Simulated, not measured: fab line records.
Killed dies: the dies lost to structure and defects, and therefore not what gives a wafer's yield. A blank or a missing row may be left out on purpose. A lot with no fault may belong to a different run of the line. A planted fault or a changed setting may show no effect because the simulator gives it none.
Which of the tools did it?    flow rit_cmos    21 wafers from 7 lots sampled at 2 of the route's 202 steps

## WHAT THE GAUGES SHOWED, per wafer
RIT_M1_CD_MEAS_90 targets a cd of 2600 nm.
lot   measured     on         cd_nm (nm)
L949  day 3 17:43  cd_sem-01  2601 2601 2602
L953  day 4 14:58  cd_sem-02  - - -
L955  day 4 21:41  cd_sem-01  - - -
L961  day 6 06:58  cd_sem-02  2594 2595 2594
L964  day 6 19:53  cd_sem-02  2600 2602 2601
L966  day 7 03:19  cd_sem-02  2601 2603 2602
L970  day 7 23:38  cd_sem-02  2597 2594 2596

## WHAT TOOL EACH LOT RAN ON (gives the tool, then ch and the chambers of the sampled wafers, and finally the start)
lot   RIT_M1_METAL_ETCH_12
L949  rie_metal-01 ch 0,1, day 3 17:10
L953  rie_metal-03 ch 0,1, day 4 14:27
L955  rie_metal-01 ch 0,1, day 4 21:11
L961  rie_metal-01 ch 0,1, day 6 06:28
L964  rie_metal-01 ch 0,1, day 6 19:23
L966  rie_metal-01 ch 0,1, day 7 02:47
L970  rie_metal-03 ch 0,1, day 7 23:05
- RIT_M1_METAL_ETCH_12: etches Al in Cl2/BCl3, stops on SiO2, time 165 s, target depth 600 nm.

## THE ANSWER, worked out from the rows above alone
Rule: usual is defined by the lots themselves. Put in order of their means at a reading, lots are off if they are a third of the lots or fewer, leave a main group of 4 or more, and stand apart from it by a gap of 3 or more times the standard deviation of the main group's means; of several such gaps the widest counts. A main group whose means are all the same, to the digits that the tables above print for the reading, isn't used. Also off: a lot with no number at a reading for which 4 or more lots have one. The other lots that the step has rows for count as sound.
Off: L953, L955, at RIT_M1_CD_MEAS_90 (cd_nm). Without a number there: L953, L955. Main group: mean 2599 nm, sd 3.2.
If a tool, at a process step before that reading, ran all the lots that are off and no sound lot after the first of them, it fits. The gauges at RIT_M1_CD_MEAS_90 are tried like those tools. Not one of the candidates tried fits.

## WHAT THE SIMULATOR HAD PUT IN
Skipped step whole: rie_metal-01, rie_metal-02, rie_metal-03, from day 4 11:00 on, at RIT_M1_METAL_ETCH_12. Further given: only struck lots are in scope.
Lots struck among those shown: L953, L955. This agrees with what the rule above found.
